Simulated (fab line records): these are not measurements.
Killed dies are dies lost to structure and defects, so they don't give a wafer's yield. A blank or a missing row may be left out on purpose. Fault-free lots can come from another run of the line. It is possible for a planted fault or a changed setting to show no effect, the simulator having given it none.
The same fault as seen by 2 desks ; flow berkeleyCmos170 ; numbers are kept per desk, each desk with only its own; the story behind them comes last

## THE METROLOGY DESK
Means of the sampled wafers that have a number, per lot and without regard to the tool the lot ran on: this is what the gauges read. If a lot's mean is further than 4 standard deviations from the usual mean, the lot is out of limits and carries the mark OUT (the distance appears in the brackets).
Columns: A = PWELL_TW at UCB170_PWELL_TW_MEAS_17, usual 376; B = NVT_OVL at UCB170_NVT_OVL_MEAS_06, usual -1 nm
lot;first seen here;A;B
L535;day 2 22:38;381;1
L536;day 3 02:38;374;10
L538;day 3 14:18;373;-5
L540;day 3 23:59;374;-4
L541;day 4 11:28;375;2
L542;day 4 11:31;375;-7
L543;day 4 18:26;382;2
L544;day 4 22:43;375;-3
L545;day 5 06:28;383;6
L546;day 5 13:40;383;3
L547;day 5 23:17;376;-1
L554;day 6 21:16;374;2
L553;day 6 21:25;414 (+11) OUT;-4
L558;day 7 16:09;411 (+9.9) OUT;4
This desk finds L553, L558 out of limits, with the earliest case on L553 at day 6 21:25 (PWELL_TW at UCB170_PWELL_TW_MEAS_17). Within limits: L535, L536, L538, L540, L541, L542, L543, L544, L545, L546, L547, L554.

## THE TOOL OWNER'S DESK: implanter-01
UCB170_PWELL_IMPLANT_15, tool's own readings: per-lot mean of the sampled wafers with a number, covering each lot this tool ran. If a lot's mean is further than 4 standard deviations from the usual mean, the lot is out of limits and carries the mark OUT (the distance appears in the brackets).
Columns: A = beamOnS at UCB170_PWELL_IMPLANT_15, usual 10.00 s; B = doseIonsCm2 at UCB170_PWELL_IMPLANT_15, usual 4.999e+12; C = faradayCurrentUA at UCB170_PWELL_IMPLANT_15, usual 15.9
lot;first seen here;A;B;C
L535;day 2 22:25;9.97;5.006e+12;15.9
L536;day 3 02:24;9.85;5.001e+12;16.1
L540;day 3 23:44;9.92;4.994e+12;16.0
L544;day 4 22:28;10.05;4.998e+12;15.9
L546;day 5 13:26;10.13;4.995e+12;15.6
L553;day 6 21:10;10.13;6.814e+12 (+99 or more) OUT;21.3 (+18) OUT
L558;day 7 15:54;9.89;6.809e+12 (+99 or more) OUT;21.8 (+20) OUT
This desk's finding: out of limits on L553, L558; first on L553, day 6 21:10 (doseIonsCm2 at UCB170_PWELL_IMPLANT_15). Within limits: L535, L536, L540, L544, L546.

## BROUGHT TOGETHER
At day 6 21:10, on L553, L558, the tool owner's desk was in a position to raise an alarm.
On L553, L558, the metrology desk was in a position to raise an alarm at day 6 21:25.
On implanter-01, each named lot ran UCB170_PWELL_IMPLANT_15.

## WHAT THE SIMULATOR HAD PUT IN
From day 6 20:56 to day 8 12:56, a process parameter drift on implanter-01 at UCB170_PWELL_IMPLANT_15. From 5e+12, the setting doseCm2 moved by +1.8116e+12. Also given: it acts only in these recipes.
Lots struck among those shown: L553, L558.
Counting hours from when the fault started, the first reading out of limits came at 0 for the tool owner's desk and at 0 for the metrology desk.
